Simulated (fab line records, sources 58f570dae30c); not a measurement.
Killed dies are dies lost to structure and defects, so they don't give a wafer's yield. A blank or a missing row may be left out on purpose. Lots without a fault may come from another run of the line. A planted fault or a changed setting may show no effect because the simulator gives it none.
Which tool did it? | flow berkeley_cmos170 | 15 lots, 45 wafers sampled, at 4 steps of a route of 331

WHAT THE GAUGES READ, wafer by wafer
UCB170_GATE_OVL_MEAS_13. Usual: GATE_OVL 1 nm, standard deviation 5.4.
lot  | measured     | on         | GATE_OVL (nm) | flag
L808 | day 7 11:15  | overlay-02 | -2 2 -4       |
L812 | day 8 03:23  | overlay-01 | 1 -5 -3       |
L810 | day 8 03:29  | overlay-01 | 4 -2 9        |
L813 | day 8 03:37  | overlay-02 | -5 0 -3       |
L814 | day 8 03:58  | overlay-02 | 4 0 4         |
L816 | day 8 18:49  | overlay-02 | -4 -6 -3      |
L819 | day 9 01:58  | overlay-01 | 5 11 9        |
L818 | day 9 02:20  | overlay-01 | 3 0 -1        |
L820 | day 9 10:08  | overlay-02 | -2 -5 -11     |
L823 | day 10 08:40 | overlay-02 | 5 7 6         |
L822 | day 10 08:47 | overlay-02 | -3 5 5        |
L824 | day 10 09:04 | overlay-02 | -1 -5 -2      |
L829 | day 11 10:32 | overlay-01 | 2 8 0         |
L830 | day 11 18:53 | overlay-02 | 10 6 5        |
L831 | day 11 19:08 | overlay-02 | 0 -6 -2       |

UCB170_M1_THK_MEAS_02: measures by xrf. Usual: M1_AL_THK 600 nm, standard deviation 6.6.
lot  | measured     | on            | M1_AL_THK (nm) | flag
L808 | day 8 15:04  | film_metro-03 | 594 587 595    |
L812 | day 9 09:06  | film_metro-02 | 593 599 599    |
L810 | day 9 09:40  | film_metro-03 | 612 605 605    |
L813 | day 9 09:40  | film_metro-02 | 601 594 600    |
L814 | day 9 10:22  | film_metro-03 | 603 602 592    |
L816 | day 10 03:02 | film_metro-02 | 599 592 596    |
L819 | day 10 05:50 | film_metro-03 | 605 600 598    |
L818 | day 10 06:05 | film_metro-01 | 608 602 605    |
L820 | day 10 15:15 | film_metro-02 | 599 600 604    |
L823 | day 11 07:47 | film_metro-02 | 590 583 591    |
L822 | day 11 09:41 | film_metro-01 | 604 597 595    |
L824 | day 11 09:51 | film_metro-02 | 602 601 596    |
L829 | day 12 12:08 | film_metro-01 | 609 609 618    |
L830 | day 12 19:47 | film_metro-03 | 611 605 606    |
L831 | day 12 19:29 | film_metro-01 | 602 601 611    |

UCB170_M1_CD_MEAS_90: target cd 700 nm. Usual: cd_nm 699.8 nm, standard deviation 2.2.
lot  | measured     | on        | cd_nm (nm)        | flag
L808 | day 8 17:52  | cd_sem-02 | 699.2 703.7 701.5 |
L812 | day 9 12:25  | cd_sem-02 | 699.5 703.1 701.6 |
L810 | day 9 14:47  | cd_sem-02 | 699.8 700.4 699.3 |
L813 | day 9 15:59  | cd_sem-02 | 702.6 701.6 704.0 |
L814 | day 9 16:20  | cd_sem-02 | 698.1 700.6 698.2 |
L816 | day 10 05:32 | cd_sem-01 | 699.6 697.3 698.9 |
L819 | day 10 07:21 | cd_sem-02 | 698.1 699.4 698.5 |
L818 | day 10 07:34 | cd_sem-01 | 696.0 696.6 696.1 |
L820 | day 10 17:16 | cd_sem-01 | 700.0 701.0 699.8 |
L823 | day 11 09:34 | cd_sem-02 | 697.5 699.5 696.6 |
L822 | day 11 11:22 | cd_sem-01 | 700.7 703.0 699.2 |
L824 | day 11 11:26 | cd_sem-02 | 700.2 700.1 701.5 |
L829 | day 12 13:37 | cd_sem-01 | 699.0 698.3 697.7 |
L830 | day 12 21:20 | cd_sem-02 | 693.3 698.4 698.3 |
L831 | day 12 20:56 | cd_sem-02 | 702.2 701.8 700.1 |

WHICH TOOL RAN EACH LOT (tool, then ch and the chambers of the sampled wafers, then the start)
lot  | UCB170_SILICIDE_RTA_04
L808 | rtp_anneal-01 ch 0, day 8 07:31
L812 | rtp_anneal-02 ch 0, day 8 23:26
L810 | rtp_anneal-02 ch 0, day 8 23:08
L813 | rtp_anneal-01 ch 0, day 9 00:04
L814 | rtp_anneal-01 ch 0, day 9 00:32
L816 | rtp_anneal-01 ch 0, day 9 19:23
L819 | rtp_anneal-02 ch 0, day 9 22:40
L818 | rtp_anneal-01 ch 0, day 9 23:20
L820 | rtp_anneal-02 ch 0, day 10 07:10
L823 | rtp_anneal-02 ch 0, day 11 03:08
L822 | rtp_anneal-01 ch 0, day 11 03:23
L824 | rtp_anneal-02 ch 0, day 11 03:23
L829 | rtp_anneal-01 ch 0, day 12 05:23
L830 | rtp_anneal-02 ch 0, day 12 14:01
L831 | rtp_anneal-02 ch 0, day 12 13:16
- UCB170_SILICIDE_RTA_04: time 15 s.

WHAT THE TOOLS THEMSELVES READ (means of the sampled wafers that have a number; where no wafer has one, the mark that the record gives instead)
UCB170_SILICIDE_RTA_04. Usual: lamp_power_pct 9.60 %, standard deviation 0.11; wafer_temp_C_max 653.2, standard deviation 0.76.
lot  | tool          | lamp_power_pct (%) | wafer_temp_C_max | flag
L808 | rtp_anneal-01 | 9.50               | 653.5            |
L812 | rtp_anneal-02 | 9.70               | 653.2            |
L810 | rtp_anneal-02 | 9.70               | 652.1            |
L813 | rtp_anneal-01 | 9.48               | 653.2            |
L814 | rtp_anneal-01 | 9.49               | 653.5            |
L816 | rtp_anneal-01 | 9.49               | 653.8            |
L819 | rtp_anneal-02 | 9.70               | 653.2            |
L818 | rtp_anneal-01 | 9.49               | 653.9            |
L820 | rtp_anneal-02 | 9.71               | 652.9            |
L823 | rtp_anneal-02 | 9.70               | 654.2            |
L822 | rtp_anneal-01 | 9.48               | 653.5            |
L824 | rtp_anneal-02 | 9.70               | 652.4            |
L829 | rtp_anneal-01 | 9.48               | 653.5            |
L830 | rtp_anneal-02 | 9.69               | 653.0            |
L831 | rtp_anneal-02 | 9.71               | 653.1            |

THE ANSWER, worked out from the rows above alone
Rule: a lot is off if the mean of its wafers that have a number lies more than 3 standard deviations from the usual mean. A lot without any number at a reading at which 4 lots or more have one is off too. The other lots that the step has rows for count as sound. The gauges are gone through in route order, then the tools' own readings, and for those a lot's mean is taken as printed above. The first step at which some lot is off is used, and at that step the reading that is off furthest; a lot without a number counts as furthest.
No lot is off at any reading shown: from this, nothing can be told.

WHAT THE SIMULATOR HAD PUT IN
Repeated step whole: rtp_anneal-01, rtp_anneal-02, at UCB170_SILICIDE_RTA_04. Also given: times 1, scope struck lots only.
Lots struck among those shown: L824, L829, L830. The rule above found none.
